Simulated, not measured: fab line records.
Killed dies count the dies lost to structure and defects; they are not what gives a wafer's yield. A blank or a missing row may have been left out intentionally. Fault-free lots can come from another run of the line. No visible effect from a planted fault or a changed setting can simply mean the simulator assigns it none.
8D (eight disciplines) problem report, filled in by code	flow berkeley-cmos170	the parts of the form that need people (team, actions taken, sign-off) are left out

== 1. WHAT WENT WRONG ==
Mean of cd-nm at UCB170_NSD_CD_MEAS_06: 1209.3 nm across 6 wafers in 2 lots; on wafers with no fault it is 1200.0 nm (standard deviation 1.6). Measured from the usual mean, that is +5.8 standard deviations.
The step: target cd 1200 nm.
Earliest sighting: wafer L963.1 on cd-sem-01 at day 10 14:01. Wafers with a number at this step in the record: 33, from 11 lots. Rule for "out" (also "out of limits"): further than 4 standard deviations from the usual mean. The rest of the wafers with a number are treated as sound.

== 2. WHAT IT IS, WHAT IT ISN'T ==
question	is	is not
which readings at this step	cd-nm	-
which lots	L963, L964	L955, L968, L970, L972, L973, L975, L976, L977, L978
which wafers of those lots	all that have a number	-
read on which gauges	cd-sem-01	cd-sem-02
when	from day 10 14:01	up to then (3 sound wafers); but 24 sound wafers of L968, L970, L972, L973, L975, L976, L977, L978 came after

== 3. THE SUSPECTS, EACH WITH WHAT RULES IT OUT ==
Counting: a tool stays on the suspect list if, at a process step up to the reading, it processed all lots that are out and no sound lot following the first of them.
- the gauge at UCB170_NSD_CD_MEAS_06: kept. All the wafers that are out were read on cd-sem-01, and no step on other tools shows them out.
- litho-track-04 at UCB170_NSD_PEB_04: kept. All lots that are out passed through it, beginning with L963 at day 10 13:44, and no sound lot followed; its final sound lot before that point was L955 at day 8 04:48.
What counting leaves: litho-track-04 at UCB170_NSD_PEB_04 and cd-sem-01 at UCB170_NSD_CD_MEAS_06.

== 4. THE CAUSE (what the simulator had put in) ==
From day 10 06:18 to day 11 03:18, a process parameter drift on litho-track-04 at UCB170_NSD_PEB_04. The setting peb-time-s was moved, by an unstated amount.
Counting leaves 2 suspects; this tool is one of them.

== 5. SEQUENCE OF EFFECTS, ordered by route ==
One row per reading whose mean, taken over the struck wafers that have a number, lies over 3 standard deviations from the usual. Scope: only readings with a usual standard deviation given in the record; hours: median across lots of the time from each lot's start at the first step in this table that gives one to its start at this step; sigmas: change in usual standard deviations.
hours	step	reading	usual	on struck wafers	change	sigmas
0	UCB170_NSD_CD_MEAS_06	cd-nm	1200.0 nm	1209.3	+9.3	+5.8

== 6. HOW IT WOULD HAVE BEEN CAUGHT EARLIER ==
In this record the first reading out of limits at a measuring or inspecting step was taken at day 10 14:01, 8 hours after the fault began at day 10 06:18.
L964, from the lots that are out (2), started UCB170_NSD_PEB_04 on litho-track-04 later than day 10 14:01. It would have been spared by a hold on the tool at that moment.
